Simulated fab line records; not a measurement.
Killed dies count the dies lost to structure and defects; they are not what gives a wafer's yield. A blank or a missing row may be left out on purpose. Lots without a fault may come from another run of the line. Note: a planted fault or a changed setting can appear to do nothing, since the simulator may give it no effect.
A lot that was struck, set against a sound lot -- flow berkeleyCmos170 -- 14 out of 331 route steps
Sound: these wafers, L973.1, L973.2, L973.6. The struck wafers were L964.2, L964.3, L964.5. The cause is named last.
At each step with rows: each side's tool, then ch and its chambers, then its first start. Under that, the readings that differ: sound wafers -- struck wafers -- difference of the means -- sigmas: that difference in standard deviations of wafers without a fault.
alike: words and numbers the same on both sides, and readings whose means are apart by under 2 such deviations; not compared: readings that were withheld, readings missing a value for some wafer, numbers with overlapping values and no deviation given by the record, and bounds like >300 which may hide the same value.
The two part at a step that has a row with sigmas, a row that says differs or no value, or rows on one side only. Numbers that don't overlap but have no deviation are shown without sigmas and don't part them. A reading that every wafer of one side lacks parts them only if that side has two wafers or more.

UCB170_FIELD_THK_MEAS_90:
  struck on filmMetro-01, day 7 06:44; sound on filmMetro-04, day 9 03:26
  alike: FIELD_OXIDE_LEFT_1_THK
then, 2 steps without rows for these wafers: UCB170_SACOX_CLEAN_00 (cleans in dHF, time 7.5 s); UCB170_SACOX_OXIDATION_01 (target thk 14.4 nm, ox time 2400 s).
UCB170_SACOX_THK_MEAS_02:
  struck on filmMetro-01, day 7 13:23; sound on filmMetro-01, day 9 10:43
  alike: SACOX_OXIDE_THK
then, 2 steps without rows for these wafers: UCB170_SCREENOX_WET_ETCH_00 (etches SiO2 in dHF, time 200 s); UCB170_SCREENOX_OXIDATION_01 (target thk 14.4 nm, ox time 2400 s).
UCB170_SCREENOX_THK_MEAS_02:
  struck on filmMetro-02, day 7 20:26; sound on filmMetro-04, day 9 18:47
  alike: SCREENOX_OXIDE_THK
then, 5 steps without rows for these wafers: UCB170_SCREENOX_ANNEAL_03 (time 900 s); UCB170_NVT_HMDS_00 (prime time 60 s); UCB170_NVT_COAT_01 (resist thk 900 nm); UCB170_NVT_SOFTBAKE_02 (time 60 s); UCB170_NVT_EXPOSE_03 (exposes mask PWELL, target cd 3000 nm).
UCB170_NVT_PEB_04:
  struck on lithoTrack-03, day 8 04:34; sound on lithoTrack-02 ch 0, day 10 00:00
  no value came back on the struck wafers for chillPlateTempC (C), exhaustPa (Pa); on the sound wafers chillPlateTempC (C) reads 23.18 23.01 22.93
then, 1 step without rows for these wafers: UCB170_NVT_DEVELOP_05 (develop time 45 s).

## WHERE THEY PART
UCB170_NVT_PEB_04 only, going by this record.

WHY: whatever the simulator had introduced
Step skipped in full: lithoTrack-03, at UCB170_NVT_PEB_04, from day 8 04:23 onward. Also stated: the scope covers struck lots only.
